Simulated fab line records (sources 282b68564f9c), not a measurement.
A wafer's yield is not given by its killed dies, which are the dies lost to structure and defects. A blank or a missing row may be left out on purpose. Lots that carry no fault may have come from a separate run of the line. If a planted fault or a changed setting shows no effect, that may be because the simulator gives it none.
Which tool was responsible? | flow rit-cmos | 42 wafers from 14 lots sampled at 2 of the route's 202 steps

== WHAT THE GAUGES READ, wafer by wafer ==
RIT_CONTACT_THK_MEAS_01.
lot  | measured    | on            | CONTACT_TEOS_THK (nm)
L703 | day 3 11:49 | film-metro-01 | 394 386 396
L704 | day 3 14:34 | film-metro-02 | 407 407 411
L705 | day 3 17:56 | film-metro-04 | 396 388 402
L706 | day 3 23:14 | film-metro-01 | 399 407 408
L707 | day 4 04:26 | film-metro-01 | 394 394 397
L708 | day 4 11:16 | film-metro-02 | 398 404 409
L709 | day 4 20:22 | film-metro-02 | 399 398 407
L710 | day 4 23:16 | film-metro-04 | 398 401 401
L711 | day 5 04:13 | film-metro-04 | 401 396 399
L718 | day 6 09:41 | film-metro-04 | 400 315 406
L721 | day 7 00:44 | film-metro-01 | 325 402 406
L722 | day 7 06:20 | film-metro-01 | 397 402 399
L723 | day 7 12:25 | film-metro-04 | 389 400 402
L725 | day 7 21:12 | film-metro-01 | 393 399 399

== WHAT TOOL EACH LOT RAN ON (gives the tool, then ch and the chambers of the sampled wafers, and finally the start) ==
lot  | RIT_CONTACT_CVD_00
L703 | pecvd-01 ch 0,1,2, day 3 11:46
L704 | pecvd-03 ch 1,2, day 3 14:30
L705 | pecvd-01 ch 1,2, day 3 17:53
L706 | pecvd-03 ch 0,1,2, day 3 23:10
L707 | pecvd-04 ch 0,2, day 4 04:23
L708 | pecvd-01 ch 0,1,2, day 4 11:11
L709 | pecvd-03 ch 1,2, day 4 20:18
L710 | pecvd-04 ch 1,2, day 4 23:12
L711 | pecvd-01 ch 1,2, day 5 04:10
L718 | pecvd-03 ch 0,1,2, day 6 09:38
L721 | pecvd-03 ch 0,1, day 7 00:40
L722 | pecvd-04 ch 0,1,2, day 7 06:17
L723 | pecvd-01 ch 0,2, day 7 12:22
L725 | pecvd-04 ch 1,2, day 7 21:08
- RIT_CONTACT_CVD_00: deposits SiO2 from TEOS, target thk 400 nm, time 61 s.

== AS READ BY THE TOOLS THEMSELVES (means over the sampled wafers that have a number; for cases with no such wafer, the mark the record gives instead) ==
RIT_CONTACT_CVD_00.
lot  | tool     | heater-power-w (W)
L703 | pecvd-01 | 304
L704 | pecvd-03 | 279
L705 | pecvd-01 | 298
L706 | pecvd-03 | 310
L707 | pecvd-04 | 355
L708 | pecvd-01 | 285
L709 | pecvd-03 | 262
L710 | pecvd-04 | 414
L711 | pecvd-01 | 289
L718 | pecvd-03 | 295
L721 | pecvd-03 | 289
L722 | pecvd-04 | 382
L723 | pecvd-01 | 285
L725 | pecvd-04 | 344

== THE ANSWER, worked out from the rows above alone ==
Rule: the usual values come from the lots themselves. Put in order of their means at a reading, lots are off if they are a third of the lots or fewer, leave a main group of 4 or more, and stand apart from it by a gap of 3 or more times the standard deviation of the main group's means; of several such gaps the widest counts. A main group is skipped when, at the precision printed for the reading in the tables above, its means are all equal. A lot without any number at a reading at which 4 lots or more have one is off too. Where the step has rows for the other lots, those lots are counted as sound. After the gauges, taken in route order, come the tools' own readings; for these a lot's mean is taken, as printed above. The first step at which some lot is off is used, and at that step the reading that is off furthest; a lot without a number counts as furthest.
Off: L718, L721, at RIT_CONTACT_THK_MEAS_01 (CONTACT_TEOS_THK). The main group: mean 399 nm, standard deviation 4.4.
If a tool, at a process step before that reading, ran all the lots that are off and no sound lot after the first of them, it fits. Gauges at RIT_CONTACT_THK_MEAS_01: tried the same way as those tools. One fits: pecvd-03 at RIT_CONTACT_CVD_00. Its last sound lot is L709 (day 4 20:18), its first lot that is off L718 (day 6 09:38): a fault that began between those two fits.

== WHAT THE SIMULATOR HAD INSERTED ==
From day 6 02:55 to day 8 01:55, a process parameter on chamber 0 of pecvd-03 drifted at RIT_CONTACT_CVD_00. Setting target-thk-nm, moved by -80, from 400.
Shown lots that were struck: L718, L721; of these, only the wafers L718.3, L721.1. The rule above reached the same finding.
